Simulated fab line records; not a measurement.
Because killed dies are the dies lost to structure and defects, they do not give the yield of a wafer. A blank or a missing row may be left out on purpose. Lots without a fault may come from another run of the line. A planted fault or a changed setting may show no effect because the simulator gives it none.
Which tool was responsible? -- flow rit-cmos -- 18 wafers from 6 lots sampled at 2 of the route's 202 steps

## WHAT EACH GAUGE READ, for each wafer
RIT_M1_RS_MEAS_01: measures by four-point-probe.
lot,measured,on,M1_AL_RS (ohm/sq)
L645,day 3 17:09,film-metro-02,0.0749 0.0763 0.0754
L647,day 4 01:40,film-metro-01,0.0757 0.0758 0.0757
L650,day 4 20:13,film-metro-04,0.0754 0.0740 0.0746
L654,day 5 14:59,film-metro-01,0.0746 0.0754 0.0763
L661,day 6 23:41,film-metro-02,0.0761 0.0769 0.1306
L664,day 7 14:40,film-metro-02,0.0770 0.0767 0.0759

## WHICH TOOL RAN EACH LOT (tool, then ch and the chambers of the sampled wafers, then the start)
lot,RIT_M1_SPUTTER_00
L645,"pvd-sputter-04, day 3 16:52"
L647,"pvd-sputter-03, day 4 01:20"
L650,"pvd-sputter-03, day 4 19:55"
L654,"pvd-sputter-02, day 5 14:41"
L661,"pvd-sputter-04, day 6 23:24"
L664,"pvd-sputter-02, day 7 14:22"
- RIT_M1_SPUTTER_00: material Al, target thk 400 nm, time 500 s.

## THE ANSWER, worked out from the rows above alone
Rule: the usual values come from the lots themselves. Put in order of their means at a reading, lots are off if they are a third of the lots or fewer, leave a main group of 4 or more, and stand apart from it by a gap of 3 or more times the standard deviation of the main group's means; of several such gaps the widest counts. A main group is skipped when, at the precision printed for the reading in the tables above, its means are all equal. Also off: a lot with no number at a reading for which 4 or more lots have one. Where the step has rows for the other lots, those lots are counted as sound.
Off: L661, at RIT_M1_RS_MEAS_01 (M1_AL_RS). Main group: mean 0.0756 ohm/sq, sd 0.0006.
If a tool, at a process step before that reading, ran all the lots that are off and no sound lot after the first of them, it fits. Gauges at RIT_M1_RS_MEAS_01: tried the same way as those tools. One fits: pvd-sputter-04 at RIT_M1_SPUTTER_00. A fault onset in the window from L645 (day 3 16:52, its last sound lot) to L661 (day 6 23:24, its first lot off) fits.

## WHAT HAD BEEN PUT IN BY THE SIMULATOR
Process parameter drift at RIT_M1_SPUTTER_00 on pvd-sputter-04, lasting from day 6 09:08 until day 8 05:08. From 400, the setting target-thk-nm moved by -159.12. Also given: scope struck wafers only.
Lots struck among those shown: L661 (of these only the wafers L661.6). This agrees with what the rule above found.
